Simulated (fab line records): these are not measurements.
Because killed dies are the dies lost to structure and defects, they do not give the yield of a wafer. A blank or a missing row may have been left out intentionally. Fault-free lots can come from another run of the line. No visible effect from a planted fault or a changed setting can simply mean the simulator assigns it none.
Split-lot experiment | flow berkeley-cmos170 | 27 wafers read across 5 lots, on a route 331 steps long

== SPLIT DETAILS ==
At UCB170_M3_METAL_ETCH_18 (etches Al in Cl2/BCl3, stops on SiO2, target depth 1170 nm, time 195 s), the setting target-depth-a was moved away from the recipe's 11700 angstrom on 9 of the 27 wafers read, by -55.8% to +47.4%. This setting was run at the recipe's value on the other wafers.

== FROM SPLIT TO READING: 1 step shown by the file between the two ==
- UCB170_M3_STRIP_19: strips in O2

== THE READING ==
At UCB170_M3_CD_MEAS_90: cd-nm in nanometres, against a target cd of 700 nm. On this fab line, fault-free wafers typically give 700 nm with a standard deviation of 4.1 nm.

wafer  | tool, chamber at the split | target-depth-a as run, angstrom | against the recipe | cd-nm, nm | against lot-mates on the recipe
L074.1 | rie-metal-02, 0            | 11700                           | recipe             | 700       | -
L074.2 | rie-metal-02, 0            | 11700                           | recipe             | 698       | -
L074.3 | rie-metal-02, 0            | 11700                           | recipe             | 696       | -
L074.4 | rie-metal-02, 0            | 11700                           | recipe             | 696       | -
L074.5 | rie-metal-02, 0            | 11700                           | recipe             | 701       | -
L074.6 | rie-metal-02, 0            | 11700                           | recipe             | 700       | -
L076.1 | rie-metal-04, 1            | 5166                            | -55.8%             | 730       | +29
L076.2 | rie-metal-04, 0            | 5166                            | -55.8%             | 721       | +20
L076.3 | rie-metal-04, 1            | 11700                           | recipe             | 703       | -
L076.4 | rie-metal-04, 0            | 5166                            | -55.8%             | 725       | +24
L076.5 | rie-metal-04, 0            | 11700                           | recipe             | 697       | -
L076.6 | rie-metal-04, 1            | 11700                           | recipe             | 703       | -
L075.1 | rie-metal-02, 1            | 14450                           | +23.5%             | 693       | -9
L075.2 | rie-metal-02, 0            | 14450                           | +23.5%             | 691       | -11
L075.3 | rie-metal-02, 0            | 11700                           | recipe             | 703       | -
L075.4 | rie-metal-02, 1            | 11700                           | recipe             | 700       | -
L075.5 | rie-metal-02, 0            | 11700                           | recipe             | 702       | -
L075.6 | rie-metal-02, 1            | 14450                           | +23.5%             | 695       | -7
L079.1 | rie-metal-04, 1            | 11700                           | recipe             | 704       | -
L079.2 | rie-metal-04, 0            | 17250                           | +47.4%             | 676       | -25
L079.3 | rie-metal-04, 0            | 11700                           | recipe             | 695       | -
L079.4 | rie-metal-04, 1            | 11700                           | recipe             | 703       | -
L079.5 | rie-metal-04, 1            | 17250                           | +47.4%             | 684       | -17
L079.6 | rie-metal-04, 0            | 17250                           | +47.4%             | 675       | -26
L081.3 | rie-metal-04, 1            | 11700                           | recipe             | 700       | -
L081.4 | rie-metal-04, 0            | 11700                           | recipe             | 695       | -
L081.6 | rie-metal-04, 0            | 11700                           | recipe             | 691       | -

THE FIT
A straight line over all 27 wafers: cd-nm changes by -0.44 nm for each +1% of target-depth-a; r = -0.95; the points scatter about the line by 3.8 nm.
The same after taking each lot's own level away (the mean of its wafers on the recipe; 27 wafers): -0.443 nm for each +1%; r = -0.97; scatter 3.2 nm.
Per that fit: largest target-depth-a move, reading shift of 25 nm.
From 695.3 to 701.7 nm: that is the span of the lots' own levels, equal to 1.5 times the standard deviation above.
Consequently the slope shifts little with the lot-to-lot level, the two slopes agreeing.
Check: +23.5 nm against its lot-mates is what the line predicts for one of the wafers moved furthest among these (-55.8%) when that wafer is left out of the fit. Against them it came out at +29 nm.
Tool readings at the split's step, against how far the setting was moved: oes-product-au r = -0.99.

== THE WHOLE CHAIN: every reading that the file lists as answering this split, in the file's order ==
step                    | what it does                                                           | reading                                                                   | change (the file's fit)                                                              | r (the file's)
UCB170_M3_METAL_ETCH_18 | etches Al in Cl2/BCl3, stops on SiO2, target depth 1170 nm, time 195 s | oes-product-au                                                            | -0.0032 a.u. for each +1% of the setting                                             | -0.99
UCB170_M3_METAL_ETCH_18 | etches Al in Cl2/BCl3, stops on SiO2, target depth 1170 nm, time 195 s | M3.feature-depth-nm (the simulator's own value, which no gauge read)      | not straight: 526.7 at the lowest setting, 945.8 at the recipe, 983.4 at the highest | not given
UCB170_M3_METAL_ETCH_18 | etches Al in Cl2/BCl3, stops on SiO2, target depth 1170 nm, time 195 s | KrF_of_M3_COAT_10.thk-nm (the simulator's own value, which no gauge read) | -5.96 nm for each +1% of the setting                                                 | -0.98
UCB170_M3_STRIP_19      | strips in O2                                                           | oes-product-au                                                            | -0.00436 a.u. for each +1% of the setting                                            | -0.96
UCB170_M3_CD_MEAS_90    | target cd 700 nm                                                       | cd-nm                                                                     | -0.441 nm for each +1% of the setting                                                | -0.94

== THE FILE'S OWN FIT ==
cd-nm changes by -0.441 nm for each +1% of target-depth-a, r = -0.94.
